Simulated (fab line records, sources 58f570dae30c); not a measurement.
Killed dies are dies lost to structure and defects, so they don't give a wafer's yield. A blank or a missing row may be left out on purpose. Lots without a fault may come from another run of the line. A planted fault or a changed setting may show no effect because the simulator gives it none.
Which tool did it? | flow berkeley_cmos170 | 14 lots, 42 wafers sampled, at 6 steps of a route of 331

WHAT THE GAUGES READ, wafer by wafer
UCB170_NLDD_TW_MEAS_11. Usual: NLDD_TW 2232, standard deviation 19.
lot  | measured     | on            | NLDD_TW        | flag
L781 | day 6 05:43  | film_metro-01 | 2245 2214 2218 |
L783 | day 6 21:58  | film_metro-04 | 2195 2201 2199 |
L785 | day 7 08:41  | film_metro-01 | 2224 2230 2244 |
L786 | day 7 08:56  | film_metro-04 | 2197 2200 2201 |
L784 | day 7 09:26  | film_metro-01 | 2244 2240 2233 |
L789 | day 7 23:01  | film_metro-04 | 2209 2208 2212 |
L788 | day 7 23:13  | film_metro-03 | 2255 2259 2252 |
L795 | day 9 15:02  | film_metro-01 | 2234 2234 2233 |
L798 | day 10 00:29 | film_metro-03 | 2150 2143 2154 | OFF
L800 | day 10 03:35 | film_metro-01 | 2248 2239 2232 |
L799 | day 10 03:54 | film_metro-01 | 2127 2134 2118 | OFF
L801 | day 10 04:11 | film_metro-03 | 2251 2258 2256 |
L803 | day 10 15:02 | film_metro-03 | 2258 2267 2245 |
L802 | day 10 14:47 | film_metro-01 | 2244 2235 2231 |

UCB170_SDANNEAL_RS_MEAS_05: measures by four-point-probe. Usual: NLDD_RS 617.1 ohm/sq, standard deviation 1.2.
lot  | measured     | on            | NLDD_RS (ohm/sq)  | flag
L781 | day 6 15:10  | film_metro-04 | 618.8 619.0 619.5 |
L783 | day 7 09:53  | film_metro-04 | 617.8 617.4 616.6 |
L785 | day 7 21:55  | film_metro-03 | 619.4 618.8 618.1 |
L786 | day 7 22:47  | film_metro-01 | 619.1 616.4 620.0 |
L784 | day 7 22:50  | film_metro-03 | 615.9 616.4 616.4 |
L789 | day 8 07:33  | film_metro-04 | 617.0 617.7 616.2 |
L788 | day 8 08:26  | film_metro-04 | 615.3 616.2 616.3 |
L795 | day 10 00:58 | film_metro-03 | 616.3 615.1 615.1 |
L798 | day 10 12:14 | film_metro-01 | 696.8 695.5 698.0 | OFF
L800 | day 10 17:02 | film_metro-03 | 616.5 617.3 617.2 |
L799 | day 10 16:55 | film_metro-04 | 698.3 697.3 696.9 | OFF
L801 | day 10 17:04 | film_metro-01 | 617.6 617.9 617.8 |
L803 | day 10 23:32 | film_metro-04 | 619.8 619.7 619.0 |
L802 | day 10 22:56 | film_metro-01 | 615.1 615.8 617.0 |

WHICH TOOL RAN EACH LOT (tool, then ch and the chambers of the sampled wafers, then the start)
lot  | UCB170_PLDD_STRIP_10                 | UCB170_NLDD_IMPLANT_08          | UCB170_NLDD_STRIP_10                 | UCB170_SPACER_ETCHBACK_03
L781 | plasma_asher-04 ch 0,1, day 6 00:11  | implanter-03 ch 0, day 6 05:19  | plasma_asher-03 ch 0,1, day 6 05:37  | rie_diel-03 ch 0,1,3, day 6 09:56
L783 | plasma_asher-04 ch 0,1, day 6 20:13  | implanter-04 ch 0, day 6 21:35  | plasma_asher-02 ch 0,1, day 6 21:51  | rie_diel-01 ch 1,2,3, day 7 04:04
L785 | plasma_asher-02 ch 0,1, day 7 06:38  | implanter-03 ch 0, day 7 08:17  | plasma_asher-01 ch 0,1, day 7 08:35  | rie_diel-03 ch 0,1,3, day 7 13:40
L786 | plasma_asher-01 ch 0,1, day 7 06:55  | implanter-04 ch 0, day 7 08:32  | plasma_asher-02 ch 0,1, day 7 08:50  | rie_diel-01 ch 0,1,3, day 7 13:40
L784 | plasma_asher-02 ch 0,1, day 7 07:13  | implanter-03 ch 0, day 7 09:04  | plasma_asher-01 ch 0,1, day 7 09:21  | rie_diel-02 ch 0,3, day 7 13:40
L789 | plasma_asher-04 ch 0,1, day 7 19:36  | implanter-03 ch 0, day 7 22:38  | plasma_asher-02 ch 0,1, day 7 22:55  | rie_diel-03 ch 0,1,2, day 8 02:21
L788 | plasma_asher-01 ch 0,1, day 7 19:46  | implanter-02 ch 0, day 7 22:49  | plasma_asher-03 ch 0,1, day 7 23:07  | rie_diel-01 ch 0,2,3, day 8 02:25
L795 | plasma_asher-02 ch 1, day 9 12:58    | implanter-02 ch 0, day 9 14:40  | plasma_asher-03 ch 1, day 9 14:56    | rie_diel-02 ch 0,2, day 9 17:54
L798 | plasma_asher-01 ch 0,1, day 9 21:40  | implanter-03 ch 0, day 10 00:05 | plasma_asher-03 ch 0,1, day 10 00:23 | rie_diel-03 ch 1,2, day 10 05:03
L800 | plasma_asher-01 ch 0,1, day 10 01:50 | implanter-02 ch 0, day 10 03:11 | plasma_asher-02 ch 0,1, day 10 03:29 | rie_diel-03 ch 0,2,3, day 10 07:41
L799 | plasma_asher-04 ch 0,1, day 10 01:55 | implanter-03 ch 0, day 10 03:30 | plasma_asher-01 ch 0,1, day 10 03:48 | rie_diel-02 ch 1,3, day 10 07:41
L801 | plasma_asher-01 ch 0,1, day 10 02:07 | implanter-04 ch 0, day 10 03:48 | plasma_asher-03 ch 0,1, day 10 04:04 | rie_diel-01 ch 0,1,2, day 10 07:41
L803 | plasma_asher-04 ch 0,1, day 10 11:56 | implanter-02 ch 0, day 10 14:38 | plasma_asher-03 ch 0,1, day 10 14:56 | rie_diel-03 ch 0,1,3, day 10 17:35
L802 | plasma_asher-02 ch 0, day 10 12:25   | implanter-04 ch 0, day 10 14:23 | plasma_asher-02 ch 0,1, day 10 14:40 | rie_diel-02 ch 0,1, day 10 17:35
- UCB170_PLDD_STRIP_10: strips in O2.
- UCB170_NLDD_IMPLANT_08
- UCB170_NLDD_STRIP_10: strips in O2.
- UCB170_SPACER_ETCHBACK_03: etches SiO2 in CHF3/CF4/Ar, stops on Si, target depth 376 nm, time 100 s.

WHAT THE TOOLS THEMSELVES READ (means of the sampled wafers that have a number; where no wafer has one, the mark that the record gives instead)
UCB170_PLDD_STRIP_10. Usual: drypump_motor_current_A 5.68 A, standard deviation 0.28; oes_product_au 0.734 a.u., standard deviation 0.0045; strip_time_to_endpoint_s 21.68 s, standard deviation 0.052.
lot  | tool            | drypump_motor_current_A (A) | oes_product_au (a.u.) | strip_time_to_endpoint_s (s) | flag
L781 | plasma_asher-04 | 5.90                        | 0.736                 | 21.68                        |
L783 | plasma_asher-04 | 5.91                        | 0.734                 | 21.61                        |
L785 | plasma_asher-02 | 5.27                        | 0.734                 | 21.69                        |
L786 | plasma_asher-01 | 5.77                        | 0.731                 | 21.77                        |
L784 | plasma_asher-02 | 5.26                        | 0.736                 | 21.63                        |
L789 | plasma_asher-04 | 5.97                        | 0.737                 | 21.68                        |
L788 | plasma_asher-01 | 5.79                        | 0.738                 | 21.59                        |
L795 | plasma_asher-02 | 5.26                        | 0.730                 | 21.71                        |
L798 | plasma_asher-01 | 5.66                        | 0.739                 | 21.65                        |
L800 | plasma_asher-01 | 5.67                        | 0.736                 | 21.66                        |
L799 | plasma_asher-04 | 5.92                        | 0.732                 | 21.77                        |
L801 | plasma_asher-01 | 5.66                        | 0.733                 | 21.65                        |
L803 | plasma_asher-04 | 5.92                        | 0.734                 | 21.72                        |
L802 | plasma_asher-02 | 5.27                        | 0.734                 | 21.67                        |

UCB170_NLDD_IMPLANT_08. Usual: dose_ions_cm2 5.002e+13, standard deviation 5.2e+10; faraday_current_uA 159, standard deviation 3.2.
lot  | tool         | dose_ions_cm2 | faraday_current_uA | flag
L781 | implanter-03 | 5.002e+13     | 159                |
L783 | implanter-04 | 4.999e+13     | 160                |
L785 | implanter-03 | 5.001e+13     | 158                |
L786 | implanter-04 | 4.998e+13     | 157                |
L784 | implanter-03 | 5.003e+13     | 157                |
L789 | implanter-03 | 5.002e+13     | 161                |
L788 | implanter-02 | 5.002e+13     | 159                |
L795 | implanter-02 | 5.006e+13     | 158                |
L798 | implanter-03 | 3.358e+13     | 108                | OFF
L800 | implanter-02 | 5.000e+13     | 158                |
L799 | implanter-03 | 3.345e+13     | 106                | OFF
L801 | implanter-04 | 5.004e+13     | 162                |
L803 | implanter-02 | 5.010e+13     | 156                |
L802 | implanter-04 | 5.003e+13     | 155                |

UCB170_NLDD_STRIP_10. Usual: drypump_motor_current_A 5.6 A, standard deviation 0.32; oes_product_au 0.735 a.u., standard deviation 0.0043; strip_time_to_endpoint_s 21.66 s, standard deviation 0.055.
lot  | tool            | drypump_motor_current_A (A) | oes_product_au (a.u.) | strip_time_to_endpoint_s (s) | flag
L781 | plasma_asher-03 | 5.9                         | 0.733                 | 21.62                        |
L783 | plasma_asher-02 | 5.3                         | 0.739                 | 21.72                        |
L785 | plasma_asher-01 | 5.7                         | 0.740                 | 21.71                        |
L786 | plasma_asher-02 | 5.3                         | 0.730                 | 21.72                        |
L784 | plasma_asher-01 | 5.8                         | 0.736                 | 21.62                        |
L789 | plasma_asher-02 | 5.3                         | 0.736                 | 21.62                        |
L788 | plasma_asher-03 | 6.0                         | 0.733                 | 21.70                        |
L795 | plasma_asher-03 | 5.7                         | 0.735                 | 21.65                        |
L798 | plasma_asher-03 | 5.9                         | 0.734                 | 21.63                        |
L800 | plasma_asher-02 | 5.3                         | 0.734                 | 21.63                        |
L799 | plasma_asher-01 | 5.7                         | 0.737                 | 21.68                        |
L801 | plasma_asher-03 | 5.9                         | 0.735                 | 21.64                        |
L803 | plasma_asher-03 | 5.8                         | 0.736                 | 21.68                        |
L802 | plasma_asher-02 | 5.3                         | 0.737                 | 21.63                        |

UCB170_SPACER_ETCHBACK_03. Usual: CHF3_flow_sccm 50.00 sccm, standard deviation 0.15; drypump_motor_current_A 5.8 A, standard deviation 0.58; oes_product_au 0.905 a.u., standard deviation 0.013; throttle_valve_pct 6.43 %, standard deviation 0.13.
lot  | tool        | CHF3_flow_sccm (sccm) | drypump_motor_current_A (A) | oes_product_au (a.u.) | throttle_valve_pct (%) | flag
L781 | rie_diel-03 | 50.14                 | 6.2                         | 0.902                 | 6.38                   |
L783 | rie_diel-01 | 49.98                 | 5.8                         | 0.919                 | 6.41                   |
L785 | rie_diel-03 | 49.91                 | 6.1                         | 0.881                 | 6.38                   |
L786 | rie_diel-01 | 49.95                 | 5.3                         | 0.917                 | 6.47                   |
L784 | rie_diel-02 | 49.97                 | 5.2                         | 0.921                 | 6.51                   |
L789 | rie_diel-03 | 50.02                 | 6.1                         | 0.904                 | 6.43                   |
L788 | rie_diel-01 | 49.95                 | 5.6                         | 0.914                 | 6.38                   |
L795 | rie_diel-02 | 50.03                 | 6.4                         | 0.908                 | 6.45                   |
L798 | rie_diel-03 | 50.01                 | 6.1                         | 0.901                 | 6.57                   |
L800 | rie_diel-03 | 50.05                 | 6.2                         | 0.900                 | 6.48                   |
L799 | rie_diel-02 | 49.82                 | 5.2                         | 0.905                 | 6.36                   |
L801 | rie_diel-01 | 50.04                 | 6.0                         | 0.909                 | 6.34                   |
L803 | rie_diel-03 | 49.96                 | 6.1                         | 0.901                 | 6.39                   |
L802 | rie_diel-02 | 50.04                 | 5.5                         | 0.898                 | 6.37                   |

THE ANSWER, worked out from the rows above alone
Rule: a lot is off if the mean of its wafers that have a number lies more than 3 standard deviations from the usual mean. A lot without any number at a reading at which 4 lots or more have one is off too. The other lots that the step has rows for count as sound. The gauges are gone through in route order, then the tools' own readings, and for those a lot's mean is taken as printed above. The first step at which some lot is off is used, and at that step the reading that is off furthest; a lot without a number counts as furthest.
Off: L798, L799, at UCB170_NLDD_TW_MEAS_11 (NLDD_TW).
A tool fits if, at a process step before that reading, it ran every lot that is off, and no sound lot after the first of them. The gauges at UCB170_NLDD_TW_MEAS_11 aren't tried: what is off there is off at UCB170_NLDD_IMPLANT_08 too, on other tools, and a gauge's error can't cause that. One fits: implanter-03 at UCB170_NLDD_IMPLANT_08. Its last sound lot is L789 (day 7 22:38), its first lot that is off L798 (day 10 00:05): a fault that began between those two fits.
The tool's own readings at UCB170_NLDD_IMPLANT_08 bear it out: on the lots that are off they differ by more than 5 times the standard deviation of the sound lots' means. dose_ions_cm2 reads 3.352e+13 there against 5.002e+13 on the sound lots; faraday_current_uA reads 107 there against 158 on the sound lots.

WHAT THE SIMULATOR HAD PUT IN
Process parameter drift: implanter-03, from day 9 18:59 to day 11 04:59, at UCB170_NLDD_IMPLANT_08. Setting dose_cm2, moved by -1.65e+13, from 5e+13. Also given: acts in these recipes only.
Lots struck among those shown: L798, L799. The rule above found the same.
